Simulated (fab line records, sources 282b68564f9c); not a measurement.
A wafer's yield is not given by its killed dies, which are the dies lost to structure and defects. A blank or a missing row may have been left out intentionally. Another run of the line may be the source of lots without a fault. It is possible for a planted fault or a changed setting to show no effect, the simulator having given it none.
Comparing a struck lot with a sound one / flow ritCmos / 22 out of 202 route steps
Sound: the wafers L952.1, L952.5, L952.6. Struck: wafers L959.2, L959.5, L959.6. The cause is given at the end.
Each step with rows lists, per side, the tool, then ch with its chambers, then its first start. Under that, the readings that differ: sound wafers / struck wafers / difference of the means / sigmas: that difference in standard deviations of wafers without a fault.
alike: same words and numbers on both sides, and readings whose means sit less than 2 such deviations apart. not compared: any withheld reading, any reading some wafer has no value for, any bound like >300 that may hide the same value, and any number with overlapping values for which the record gives no deviation.
The two part at a step that has a row with sigmas, a row that says differs or no value, or rows on one side only. Numbers that don't overlap but have no deviation are shown without sigmas and don't part them. A reading missing from all wafers of one side parts the sides only when that side holds two or more wafers.

first, 2 steps without rows for these wafers: RIT_NSD_HARDBAKE_07 (time 60 s); RIT_NSD_IMPLANT_08.
RIT_NSD_STRIP_09: strips in O2, time 180 s.
  sound on plasmaAsher-04 ch 0,1, day 3 11:04; struck on plasmaAsher-03 ch 0,1, day 4 21:24
  alike: drypumpMotorCurrentA
  not compared: rfHoursCounterH
RIT_NSD_TW_MEAS_10:
  sound: filmMetro-01 at day 3 11:14; struck: filmMetro-04 at day 4 21:35
  alike: NSD_TW
then, 6 steps without rows for these wafers: RIT_PSD_HMDS_00 (prime time 60 s); RIT_PSD_COAT_01 (resist thk 1000 nm); RIT_PSD_SOFTBAKE_02 (time 60 s); RIT_PSD_EXPOSE_03 (exposes mask M10, target cd 40900 nm); RIT_PSD_PEB_04; RIT_PSD_DEVELOP_05 (develop time 50 s).
RIT_PSD_OVL_MEAS_06:
  sound: overlay-01 at day 3 12:09; struck: overlay-02 at day 4 22:29
  alike: PSD_OVL
then, 1 step without rows for these wafers: RIT_PSD_HARDBAKE_07 (time 60 s).
RIT_PSD_IMPLANT_08:
  sound on implanter-03 ch 0, day 3 12:20; struck on implanter-02 ch 0, day 4 22:41
reading=beamEnergyKeV; sound=27.007 27.011 27.007; struck=26.013 26.002 26.012; difference=-0.999; sigmas=-99 or more
reading=model.implant.rpNm (nm); sound=21.43 21.43 21.43; struck=21.67 21.67 21.67; difference=+0.24; sigmas=
reading=model.implant.drpNm (nm); sound=12.05 12.05 12.05; struck=11.73 11.73 11.73; difference=-0.32; sigmas=
  alike: doseIonsCm2
RIT_PSD_STRIP_09: strips in O2, time 180 s.
  sound on plasmaAsher-04 ch 0,1, day 3 12:29; struck on plasmaAsher-02 ch 0,1, day 4 22:49
  alike: drypumpMotorCurrentA
  not compared: rfHoursCounterH
RIT_PSD_TW_MEAS_10:
  sound: filmMetro-01 at day 3 12:40; struck: filmMetro-03 at day 4 23:00
  alike: PSD_TW
then, 3 steps without rows for these wafers: RIT_SDANNEAL_CLEAN_00 (cleans in SC1, time 600 s); RIT_SDANNEAL_CLEAN_01 (cleans in dHF, time 31.36 s); RIT_SDANNEAL_CLEAN_02 (cleans in SC2, time 600 s).
RIT_SDANNEAL_RTA_03: time 5 s.
  sound on rtpAnneal-01 ch 0, day 3 13:07; struck on rtpAnneal-02 ch 0, day 4 23:26
  alike: annealTempCMax, wafer_temp_C_max
RIT_SDANNEAL_RS_MEAS_04: the measuring method here is four-point-probe.
  sound: filmMetro-03 at day 3 13:10; struck: filmMetro-03 at day 4 23:30
reading=PSD_RS (ohm/sq); sound=115.76 115.37 115.55; struck=118.30 118.41 118.58; difference=+2.87; sigmas=+12
RIT_SDANNEAL_RS_MEAS_05: the measuring method here is four-point-probe.
  sound: filmMetro-03 at day 3 13:17; struck: filmMetro-03 at day 4 23:37
  alike: NSD_RS
RIT_M1_PROBE_99:
  sound: prober-02 at day 3 22:09; struck: prober-02 at day 5 07:43
  alike: killedAtContacts, killedAtFrontEnd, killedDies, killedOnRim, killedOpen, killedShort

## WHERE THEY PART
Last at RIT_SDANNEAL_RS_MEAS_04 as far as this record goes, first at RIT_PSD_IMPLANT_08. Later steps at which nothing parts them and some readings are alike: RIT_SDANNEAL_RS_MEAS_05, RIT_M1_PROBE_99.

WHY: whatever the simulator had introduced
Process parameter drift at RIT_PSD_IMPLANT_08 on implanter-02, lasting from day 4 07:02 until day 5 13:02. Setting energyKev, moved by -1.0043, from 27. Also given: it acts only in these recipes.
